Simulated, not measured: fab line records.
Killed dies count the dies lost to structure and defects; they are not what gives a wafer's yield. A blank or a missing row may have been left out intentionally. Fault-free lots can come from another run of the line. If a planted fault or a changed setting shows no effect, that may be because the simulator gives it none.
fab line records	flow berkeleyCmos170
record lots=15	wafers=45	lastDay=12
route steps=331 shown NSD@197 PSD@206 CONTACT@228
lots that met no fault: taken from a fault-free run of the same line
startH: the number of hours between the record's first day and the start of the first shown wafer of the lot	waitH: hours elapsed since this lot's preceding step	" as in the row above	L1.1+2: several wafers, shown together as one row	- no value present, or no start provided	* or withheld: withheld	< > ~ a bound
route shown NAME@n: a module of which the file shows steps, and the number in the route of the first	usual: mean/standard deviation of fault-free wafers	same: alike in all rows	chamber/n: place in a boat	sites: each site's reading	_std_site: standard deviation across them	_edge_site: inner sites' mean taken away from outer sites' mean	radiusMm: how far each site lies from the wafer's centre	mask NAME#n: copy n	behind: tool/chamber where the wafer was last shaped	hold: the reason the lot was held/the length of the hold in hours/how it ended	device: the transistor (n, p or np) that didn't switch	end of line: at the end of the route, the tests of the same wafers	a step given without rows: its recipe and nothing more	killed: not the wafer's yield, but the dies lost to structure and defects at the first sort	map: a wafer's dies, x killed, . not, _ none there
set.NAME: the setting the step ran with; set.NAME@STEP: the setting that earlier step ran with	model.NAME: the simulator's own value behind a step, which no gauge read
the route's steps for a sample of lots (tables are steps, rows are wafers)
services: a tool's chamber out of use, with start hour (startH, from the record's first day; less than 0 if before it), hours out, and reason
## steps
# step UCB170_NSD_TW_MEAS_10
# usual NSD_TW=4188/50
lot.wafer	tool	chamber	startH	waitH	NSD_TW
L133.2	filmMetro-01	-	173.15	0.1	4139
L133.3	"	-	"	"	4160
L133.4	"	-	"	"	4150
L135.1	filmMetro-03	-	194.65	0.1	4218
L135.3	"	-	"	"	4236
L135.6	"	-	"	"	4203
L140.2	filmMetro-01	-	218.01	0.1	4144
L140.3	"	-	"	"	4152
L140.5	"	-	"	"	4117
L139.3	filmMetro-03	-	218.15	0.1	4236
L139.4	"	-	"	"	4217
L139.6	"	-	"	"	4209
L137.1	filmMetro-01	-	219.21	0.1	4131
L137.3	"	-	"	"	4127
L137.4	"	-	"	"	4150
L138.1	filmMetro-02	-	219.33	0.1	4256
L138.4	"	-	"	"	4266
L138.5	"	-	"	"	4243
L145.1	filmMetro-02	-	234.60	0.1	4226
L145.2	"	-	"	"	4238
L145.6	"	-	"	"	4237
L144.1	filmMetro-03	-	234.86	0.1	4233
L144.3	"	-	"	"	4251
L144.6	"	-	"	"	4209
L141.3	filmMetro-01	-	234.89	0.1	4151
L141.5	"	-	"	"	4114
L141.6	"	-	"	"	4123
L143.1	filmMetro-01	-	235.06	0.1	4161
L143.2	"	-	"	"	4141
L143.3	"	-	"	"	4140
L142.2	filmMetro-01	-	235.35	0.1	4155
L142.4	"	-	"	"	4137
L142.5	"	-	"	"	4134
L149.2	filmMetro-01	-	248.69	0.1	4111
L149.3	"	-	"	"	4139
L149.4	"	-	"	"	4117
L151.1	filmMetro-02	-	249.13	0.1	4275
L151.3	"	-	"	"	4258
L151.5	"	-	"	"	4283
L150.3	filmMetro-02	-	249.30	0.1	4269
L150.4	"	-	"	"	4241
L150.6	"	-	"	"	4252
L155.2	filmMetro-01	-	275.08	0.1	4146
L155.5	"	-	"	"	4160
L155.6	"	-	"	"	4123
# step UCB170_SDANNEAL_RS_MEAS_02
# recipe thkMeasGauge=four-point-probe
# usual PSD_RS=75.86/0.27
lot.wafer	tool	chamber	startH	waitH	PSD_RS[ohm/sq]
L133.2	filmMetro-03	-	174.48	0.1	75.78
L133.3	"	-	"	"	76.11
L133.4	"	-	"	"	75.88
L135.1	filmMetro-03	-	199.11	0.1	75.64
L135.3	"	-	"	"	75.55
L135.6	"	-	"	"	75.36
L140.2	filmMetro-02	-	220.09	0.1	75.76
L140.3	"	-	"	"	75.70
L140.5	"	-	"	"	76.15
L139.3	filmMetro-03	-	220.13	0.1	75.84
L139.4	"	-	"	"	75.63
L139.6	"	-	"	"	75.77
L137.1	filmMetro-01	-	221.47	0.0	76.27
L137.3	"	-	"	"	76.05
L137.4	"	-	"	"	76.57
L138.1	filmMetro-02	-	221.77	0.1	75.87
L138.4	"	-	"	"	75.89
L138.5	"	-	"	"	75.55
L145.1	filmMetro-02	-	236.51	0.0	75.78
L145.2	"	-	"	"	75.98
L145.6	"	-	"	"	75.69
L141.3	filmMetro-03	-	237.06	0.1	76.10
L141.5	"	-	"	"	75.79
L141.6	"	-	"	"	75.85
L144.1	filmMetro-01	-	237.07	0.1	75.68
L144.3	"	-	"	"	75.67
L144.6	"	-	"	"	75.69
L143.1	filmMetro-02	-	237.15	0.0	75.90
L143.2	"	-	"	"	75.75
L143.3	"	-	"	"	75.71
L142.2	filmMetro-03	-	238.27	0.1	75.52
L142.4	"	-	"	"	75.50
L142.5	"	-	"	"	75.80
L149.2	filmMetro-01	-	249.82	0.1	75.95
L149.3	"	-	"	"	76.28
L149.4	"	-	"	"	76.52
L151.1	filmMetro-01	-	250.38	0.0	75.81
L151.3	"	-	"	"	75.78
L151.5	"	-	"	"	75.88
L150.3	filmMetro-02	-	250.77	0.1	75.60
L150.4	"	-	"	"	75.79
L150.6	"	-	"	"	76.03
L155.2	filmMetro-02	-	276.23	0.1	75.56
L155.5	"	-	"	"	75.34
L155.6	"	-	"	"	75.60
# step UCB170_CONTACT_EXPOSE_12
# recipe maskId=CONT	targetCdNm=700	na=0.5	sigmaOuter=0.6	sourceShape=conventional	doseMj=35
# usual exposureDoseMJCm2=34.69/0.034	focusOffsetNm=0.1/0.54	stageVelMmS=500.01/0.25
lot.wafer	tool	chamber	startH	waitH	mask	exposureDoseMJCm2	focusOffsetNm	stageVelMmS
L133.2	krfScanner-02	0	183.06	-	CONT#0	34.71	0.7	499.81
L133.3	"	0	"	"	CONT#0	34.71	0.4	499.73
L133.4	"	0	"	"	CONT#0	34.69	0.0	499.80
L135.1	krfScanner-02	0	205.72	-	CONT#0	34.68	-0.1	500.74
L135.3	"	0	"	"	CONT#0	34.71	-0.1	500.57
L135.6	"	0	"	"	CONT#0	34.71	0.1	500.49
L139.3	krfScanner-02	0	225.78	-	CONT#0	34.74	0.8	499.87
L139.4	"	0	"	"	CONT#0	34.70	-0.5	499.80
L139.6	"	0	"	"	CONT#0	34.70	-0.5	499.94
L137.1	krfScanner-02	0	226.74	-	CONT#0	34.71	-0.2	500.11
L137.3	"	0	"	"	CONT#0	34.71	-0.5	500.16
L137.4	"	0	"	"	CONT#0	34.80	-0.8	499.68
L140.2	krfScanner-02	0	226.89	-	CONT#0	34.68	1.0	500.46
L140.3	"	0	"	"	CONT#0	34.71	0.7	499.77
L140.5	"	0	"	"	CONT#0	34.70	0.3	500.40
L138.1	krfScanner-02	0	230.05	-	CONT#0	34.65	0.3	500.29
L138.4	"	0	"	"	CONT#0	34.67	-0.1	500.14
L138.5	"	0	"	"	CONT#0	34.66	-0.4	500.23
L143.1	krfScanner-02	0	242.51	-	CONT#0	34.68	0.3	499.82
L143.2	"	0	"	"	CONT#0	34.67	-0.6	499.72
L143.3	"	0	"	"	CONT#0	34.70	0.8	499.61
L145.1	krfScanner-02	0	242.63	-	CONT#0	34.68	1.2	499.86
L145.2	"	0	"	"	CONT#0	34.69	0.3	499.83
L145.6	"	0	"	"	CONT#0	34.72	0.7	499.71
L144.1	krfScanner-02	0	242.74	-	CONT#0	34.66	-0.1	500.22
L144.3	"	0	"	"	CONT#0	34.68	0.8	499.74
L144.6	"	0	"	"	CONT#0	34.68	0.1	499.79
L141.3	krfScanner-02	0	243.10	-	CONT#0	34.71	0.9	499.62
L141.5	"	0	"	"	CONT#0	34.67	0.4	499.64
L141.6	"	0	"	"	CONT#0	34.69	-0.5	499.68
L142.2	krfScanner-02	0	244.60	-	CONT#0	34.75	0.3	500.38
L142.4	"	0	"	"	CONT#0	34.72	0.3	500.23
L142.5	"	0	"	"	CONT#0	34.71	0.1	500.38
L149.2	krfScanner-02	0	253.96	-	CONT#0	34.69	0.8	499.89
L149.3	"	0	"	"	CONT#0	34.72	-0.3	499.73
L149.4	"	0	"	"	CONT#0	34.71	0.9	499.97
L151.1	krfScanner-02	-	257.24	-	CONT#0	-	-	-
L151.3	"	-	"	"	CONT#0	-	-	-
L151.5	"	-	"	"	CONT#0	-	-	-
L150.3	krfScanner-02	-	257.39	-	CONT#0	-	-	-
L150.4	"	-	"	"	CONT#0	-	-	-
L150.6	"	-	"	"	CONT#0	-	-	-
L155.2	krfScanner-02	-	280.36	-	CONT#0	-	-	-
L155.5	"	-	"	"	CONT#0	-	-	-
L155.6	"	-	"	"	CONT#0	-	-	-
# step UCB170_CONTACT_OVL_MEAS_16
# usual CONTACT_OVL=1/5.2
lot.wafer	tool	chamber	startH	waitH	CONTACT_OVL[nm]
L133.2	overlay-02	-	183.55	0.1	4
L133.3	"	-	"	"	8
L133.4	"	-	"	"	10
L135.1	overlay-01	-	206.83	0.1	5
L135.3	"	-	"	"	3
L135.6	"	-	"	"	7
L139.3	overlay-02	-	226.50	0.1	0
L139.4	"	-	"	"	1
L139.6	"	-	"	"	-1
L137.1	overlay-01	-	227.71	0.1	-9
L137.3	"	-	"	"	-5
L137.4	"	-	"	"	-5
L140.2	overlay-02	-	227.88	0.1	2
L140.3	"	-	"	"	2
L140.5	"	-	"	"	-5
L138.1	overlay-02	-	231.15	0.1	-6
L138.4	"	-	"	"	-3
L138.5	"	-	"	"	5
L143.1	overlay-01	-	243.89	0.1	-1
L143.2	"	-	"	"	4
L143.3	"	-	"	"	1
L145.1	overlay-02	-	243.90	0.1	9
L145.2	"	-	"	"	6
L145.6	"	-	"	"	6
L144.1	overlay-01	-	244.04	0.1	0
L144.3	"	-	"	"	-5
L144.6	"	-	"	"	-4
L141.3	overlay-02	-	244.18	0.1	0
L141.5	"	-	"	"	4
L141.6	"	-	"	"	1
L142.2	overlay-01	-	245.35	0.1	8
L142.4	"	-	"	"	2
L142.5	"	-	"	"	-1
L149.2	overlay-02	-	254.80	0.1	3
L149.3	"	-	"	"	-4
L149.4	"	-	"	"	-2
L151.1	overlay-02	-	258.47	0.1	-
L151.3	"	-	"	"	-
L151.5	"	-	"	"	-
L150.3	overlay-01	-	258.75	0.1	-
L150.4	"	-	"	"	-
L150.6	"	-	"	"	-
L155.2	overlay-01	-	280.86	0.1	-
L155.5	"	-	"	"	-
L155.6	"	-	"	"	-
## services
tool	chamber	startH	hours	kind
krfScanner-02	-	179.79	0.8	pm
krfScanner-02	-	191.57	1.0	pm
krfScanner-02	-	194.76	1.1	repair
krfScanner-02	0	210.23	-	calibration
## key
firstSign step=UCB170_CONTACT_EXPOSE_12	reading=toolRecord	direction=missing
effect none on later readings
metAt UCB170_CONTACT_EXPOSE_12
struckLots L150,L151,L155
laterRowsLeftOut L150.3,L150.4,L150.6,L151.1,L151.3,L151.5,L155.2,L155.5,L155.6
sortLeftOut L150.3,L150.4,L150.6,L151.1,L151.3,L151.5,L155.2,L155.5,L155.6
testerLeftOut L150,L151,L155
notActingAt UCB170_NSD_TW_MEAS_10,UCB170_SDANNEAL_RS_MEAS_02,UCB170_CONTACT_OVL_MEAS_16
onsetBetween 253.96 257.24
fault kind=skippedStepWhole	tool=krfScanner-02	chamber=-	onsetH=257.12	steps=UCB170_CONTACT_EXPOSE_12	scope=struckLotsOnly
# testerLeftOut: of these lots the tester's yield and bins aren't shown, on N5 and GAA mostly nor the transistor test; their killed dies are dies lost to structure and defects alone, not to doping, threshold or leakage, so they don't give the yield
# sortLeftOut: the simulated sort isn't trusted on such a fault, so these wafers' sort isn't shown, and their yield isn't known
# laterRowsLeftOut: the simulator's readings of these wafers behind a module that went badly wrong aren't trusted and aren't shown, but for the sort
